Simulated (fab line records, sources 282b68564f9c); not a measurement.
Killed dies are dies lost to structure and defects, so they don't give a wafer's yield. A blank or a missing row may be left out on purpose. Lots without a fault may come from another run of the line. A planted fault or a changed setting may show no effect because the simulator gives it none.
Split-lot experiment | flow rit_cmos | 5 lots, 27 wafers read, on a route of 202 steps

THE SPLIT
At RIT_SILICIDE_SPUTTER_01 (material Ti, target thk 30 nm, time 240 s), the setting time_s was moved away from the recipe's 240 s on 9 of the 27 wafers read, by -37.0% to +22.8%. The other wafers ran this setting at the recipe's value.

FROM THE SPLIT TO THE READING: what the file shows between them, 1 step
- RIT_SILICIDE_RS_MEAS_02: measures by four-point-probe

THE READING
SILICIDE_TI_THK, in nm, at RIT_SILICIDE_THK_MEAS_03 (measures by xrf). Fault-free wafers of this fab line usually give 29.5 nm, standard deviation 0.45 nm.

wafer  | tool, chamber at the split | time_s as run, s | against the recipe | SILICIDE_TI_THK, nm | against lot-mates on the recipe
L081.1 | pvd_sputter-04, -          | 240              | recipe             | 29.1                | -
L081.2 | pvd_sputter-04, -          | 151.1            | -37.0%             | 18.4                | -10.8
L081.3 | pvd_sputter-04, -          | 151.1            | -37.0%             | 18.4                | -10.8
L081.4 | pvd_sputter-04, -          | 240              | recipe             | 29.2                | -
L081.5 | pvd_sputter-04, -          | 151.1            | -37.0%             | 18.3                | -10.9
L081.6 | pvd_sputter-04, -          | 240              | recipe             | 29.3                | -
L082.1 | pvd_sputter-03, -          | 240              | recipe             | 29.7                | -
L082.2 | pvd_sputter-03, -          | 240              | recipe             | 29.6                | -
L082.5 | pvd_sputter-03, -          | 240              | recipe             | 29.8                | -
L083.1 | pvd_sputter-04, -          | 294.8            | +22.8%             | 35.5                | +6.7
L083.2 | pvd_sputter-04, -          | 240              | recipe             | 28.8                | -
L083.3 | pvd_sputter-04, -          | 240              | recipe             | 29.0                | -
L083.4 | pvd_sputter-04, -          | 294.8            | +22.8%             | 35.3                | +6.5
L083.5 | pvd_sputter-04, -          | 240              | recipe             | 28.7                | -
L083.6 | pvd_sputter-04, -          | 294.8            | +22.8%             | 35.4                | +6.6
L084.1 | pvd_sputter-04, -          | 181.1            | -24.5%             | 21.8                | -7.1
L084.2 | pvd_sputter-04, -          | 240              | recipe             | 28.9                | -
L084.3 | pvd_sputter-04, -          | 181.1            | -24.5%             | 22.0                | -6.9
L084.4 | pvd_sputter-04, -          | 240              | recipe             | 28.9                | -
L084.5 | pvd_sputter-04, -          | 240              | recipe             | 29.0                | -
L084.6 | pvd_sputter-04, -          | 181.1            | -24.5%             | 21.8                | -7.1
L085.1 | pvd_sputter-03, -          | 240              | recipe             | 29.3                | -
L085.2 | pvd_sputter-03, -          | 240              | recipe             | 29.6                | -
L085.3 | pvd_sputter-03, -          | 240              | recipe             | 29.2                | -
L085.4 | pvd_sputter-03, -          | 240              | recipe             | 29.2                | -
L085.5 | pvd_sputter-03, -          | 240              | recipe             | 29.2                | -
L085.6 | pvd_sputter-03, -          | 240              | recipe             | 29.6                | -

THE FIT
A straight line over all 27 wafers: SILICIDE_TI_THK changes by +0.289 nm for each +1% of time_s; r = +1.00; the points scatter about the line by 0.31 nm.
The same after taking each lot's own level away (the mean of its wafers on the recipe; 27 wafers): +0.29 nm for each +1%; r = +1.00; scatter 0.12 nm.
On that fit, the largest move of time_s shifts the reading by 11 nm.
The lots' own levels span 28.83 to 29.70 nm, that is 1.9 times the standard deviation above.
So the lot-to-lot level changes the slope little: the two slopes agree.
Check: with one of the wafers moved furthest among these (-37.0%) left out of the fit, the line predicts -10.7 nm for it against its lot-mates. It came out at -10.8 nm against them.

OTHER SPLITS ON THESE WAFERS
These wafers also went through other splits before the reading. Each is held against what the fit with the lots' levels taken away leaves over:
other split on the same wafers | wafers away from the commonest value | r with SILICIDE_TI_THK (lot level and that fit taken away)
RIT_ACTIVE_CVD_03 time_s       | 18                                   | +0.21

THE WHOLE CHAIN: every reading that the file lists as answering this split, in the file's order
step                     | what it does                              | reading                                                                           | change (the file's fit)               | r (the file's)
RIT_SILICIDE_SPUTTER_01  | material Ti, target thk 30 nm, time 240 s | Ti_of_SILICIDE_SPUTTER_01.thk_nm (the simulator's own value, which no gauge read) | +0.297 nm for each +1% of the setting | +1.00
RIT_SILICIDE_RS_MEAS_02  | measures by four-point-probe              | SILICIDE_TI_RS                                                                    | -0.88 for each +1% of the setting     | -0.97
RIT_SILICIDE_THK_MEAS_03 | measures by xrf                           | SILICIDE_TI_THK                                                                   | +0.291 for each +1% of the setting    | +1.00
RIT_M1_PROBE_99          |                                           | etest.npoly_line.line_ohm_um (the simulator's own value, which no gauge read)     | -1.29 for each +1% of the setting     | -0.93
RIT_M1_PROBE_99          |                                           | etest.ppoly_line.line_ohm_um (the simulator's own value, which no gauge read)     | -1.15 for each +1% of the setting     | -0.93

THE FILE'S OWN FIT
SILICIDE_TI_THK changes by +0.291 nm for each +1% of time_s, r = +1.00.
